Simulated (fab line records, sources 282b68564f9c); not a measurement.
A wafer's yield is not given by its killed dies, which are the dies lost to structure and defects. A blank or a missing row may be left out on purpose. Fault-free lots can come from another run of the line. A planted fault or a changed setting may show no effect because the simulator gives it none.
Lot-split experiment || flow rit cmos || 23 wafers read from 5 lots, route of 202 steps

## THE SPLIT
At RIT_M1_METAL_ETCH_12 (etches Al in Cl2/BCl3, stops on SiO2, time 165 s, target depth 600 nm), the setting rf w was moved away from the recipe's 250 W on 7 of the 23 wafers read, by -11.7% to +7.4%. This setting was run at the recipe's value on the other wafers.

The reading comes from the split's own step.

## THE READING
NOVOLAK_of_M1_COAT_04.thk nm (the simulator's own value, which no gauge read), in nm, at RIT_M1_METAL_ETCH_12 (etches Al in Cl2/BCl3, stops on SiO2, time 165 s, target depth 600 nm). There is no usual value for it anywhere in the file. Average 806.8 nm, standard deviation 3.8 nm, over the 16 wafers here run with the recipe.

{"wafer": "L074.1", "tool, chamber at the split": "rie metal-03, 1", "rf w as run, W": 250, "against the recipe": "recipe", "NOVOLAK_of_M1_COAT_04.thk nm, nm": 806.6, "against lot-mates on the recipe": "-"}
{"wafer": "L074.2", "tool, chamber at the split": "rie metal-03, 0", "rf w as run, W": 250, "against the recipe": "recipe", "NOVOLAK_of_M1_COAT_04.thk nm, nm": 807.5, "against lot-mates on the recipe": "-"}
{"wafer": "L074.3", "tool, chamber at the split": "rie metal-03, 0", "rf w as run, W": 262.5, "against the recipe": "+5.0%", "NOVOLAK_of_M1_COAT_04.thk nm, nm": 791.3, "against lot-mates on the recipe": -15.8}
{"wafer": "L074.4", "tool, chamber at the split": "rie metal-03, 1", "rf w as run, W": 262.5, "against the recipe": "+5.0%", "NOVOLAK_of_M1_COAT_04.thk nm, nm": 788.1, "against lot-mates on the recipe": -18.9}
{"wafer": "L074.5", "tool, chamber at the split": "rie metal-03, 1", "rf w as run, W": 262.5, "against the recipe": "+5.0%", "NOVOLAK_of_M1_COAT_04.thk nm, nm": 787.4, "against lot-mates on the recipe": -19.6}
{"wafer": "L079.1", "tool, chamber at the split": "rie metal-01, 0", "rf w as run, W": 250, "against the recipe": "recipe", "NOVOLAK_of_M1_COAT_04.thk nm, nm": 802.7, "against lot-mates on the recipe": "-"}
{"wafer": "L079.2", "tool, chamber at the split": "rie metal-01, 1", "rf w as run, W": 268.6, "against the recipe": "+7.4%", "NOVOLAK_of_M1_COAT_04.thk nm, nm": 780.1, "against lot-mates on the recipe": -26.1}
{"wafer": "L079.3", "tool, chamber at the split": "rie metal-01, 0", "rf w as run, W": 268.6, "against the recipe": "+7.4%", "NOVOLAK_of_M1_COAT_04.thk nm, nm": 774.7, "against lot-mates on the recipe": -31.5}
{"wafer": "L079.4", "tool, chamber at the split": "rie metal-01, 1", "rf w as run, W": 250, "against the recipe": "recipe", "NOVOLAK_of_M1_COAT_04.thk nm, nm": 807.2, "against lot-mates on the recipe": "-"}
{"wafer": "L079.5", "tool, chamber at the split": "rie metal-01, 1", "rf w as run, W": 250, "against the recipe": "recipe", "NOVOLAK_of_M1_COAT_04.thk nm, nm": 808.8, "against lot-mates on the recipe": "-"}
{"wafer": "L081.1", "tool, chamber at the split": "rie metal-04, 1", "rf w as run, W": 250, "against the recipe": "recipe", "NOVOLAK_of_M1_COAT_04.thk nm, nm": 807.3, "against lot-mates on the recipe": "-"}
{"wafer": "L081.5", "tool, chamber at the split": "rie metal-04, 1", "rf w as run, W": 250, "against the recipe": "recipe", "NOVOLAK_of_M1_COAT_04.thk nm, nm": 809.8, "against lot-mates on the recipe": "-"}
{"wafer": "L081.6", "tool, chamber at the split": "rie metal-04, 0", "rf w as run, W": 250, "against the recipe": "recipe", "NOVOLAK_of_M1_COAT_04.thk nm, nm": 810.6, "against lot-mates on the recipe": "-"}
{"wafer": "L082.1", "tool, chamber at the split": "rie metal-01, 1", "rf w as run, W": 250, "against the recipe": "recipe", "NOVOLAK_of_M1_COAT_04.thk nm, nm": 803.6, "against lot-mates on the recipe": "-"}
{"wafer": "L082.2", "tool, chamber at the split": "rie metal-01, 0", "rf w as run, W": 250, "against the recipe": "recipe", "NOVOLAK_of_M1_COAT_04.thk nm, nm": 797.9, "against lot-mates on the recipe": "-"}
{"wafer": "L082.3", "tool, chamber at the split": "rie metal-01, 0", "rf w as run, W": 250, "against the recipe": "recipe", "NOVOLAK_of_M1_COAT_04.thk nm, nm": 804.2, "against lot-mates on the recipe": "-"}
{"wafer": "L082.4", "tool, chamber at the split": "rie metal-01, 1", "rf w as run, W": 250, "against the recipe": "recipe", "NOVOLAK_of_M1_COAT_04.thk nm, nm": 810, "against lot-mates on the recipe": "-"}
{"wafer": "L082.6", "tool, chamber at the split": "rie metal-01, 1", "rf w as run, W": 250, "against the recipe": "recipe", "NOVOLAK_of_M1_COAT_04.thk nm, nm": 801.9, "against lot-mates on the recipe": "-"}
{"wafer": "L085.1", "tool, chamber at the split": "rie metal-01, 1", "rf w as run, W": 250, "against the recipe": "recipe", "NOVOLAK_of_M1_COAT_04.thk nm, nm": 813.3, "against lot-mates on the recipe": "-"}
{"wafer": "L085.2", "tool, chamber at the split": "rie metal-01, 0", "rf w as run, W": 250, "against the recipe": "recipe", "NOVOLAK_of_M1_COAT_04.thk nm, nm": 808.6, "against lot-mates on the recipe": "-"}
{"wafer": "L085.3", "tool, chamber at the split": "rie metal-01, 0", "rf w as run, W": 220.8, "against the recipe": "-11.7%", "NOVOLAK_of_M1_COAT_04.thk nm, nm": 847.2, "against lot-mates on the recipe": "+36.7"}
{"wafer": "L085.5", "tool, chamber at the split": "rie metal-01, 1", "rf w as run, W": 220.8, "against the recipe": "-11.7%", "NOVOLAK_of_M1_COAT_04.thk nm, nm": 852.6, "against lot-mates on the recipe": "+42.1"}
{"wafer": "L085.6", "tool, chamber at the split": "rie metal-01, 0", "rf w as run, W": 250, "against the recipe": "recipe", "NOVOLAK_of_M1_COAT_04.thk nm, nm": 809.5, "against lot-mates on the recipe": "-"}

FIT RESULTS
A straight line over all 23 wafers: NOVOLAK_of_M1_COAT_04.thk nm changes by -3.73 nm for each +1% of rf w; r = -0.98; the points scatter about the line by 3.6 nm.
The same after taking each lot's own level away (the mean of its wafers on the recipe; 23 wafers): -3.53 nm for each +1%; r = -0.99; scatter 2.8 nm.
The reading moves by 41 nm for the largest change in rf w, on that fit.
Across the lots, their own levels run from 803.52 to 810.47 nm, a range of 1.8 times the standard deviation given above.
The two slopes are in agreement: the lot-to-lot level therefore moves the slope only a little.
Check: with one of the wafers moved furthest among these (-11.7%) left out of the fit, the line predicts +43.1 nm for it against its lot-mates. It came out at +36.7 nm against them.

## FILE'S OWN FIT
NOVOLAK_of_M1_COAT_04.thk nm changes by -3.53 nm for each +1% of rf w, r = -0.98.
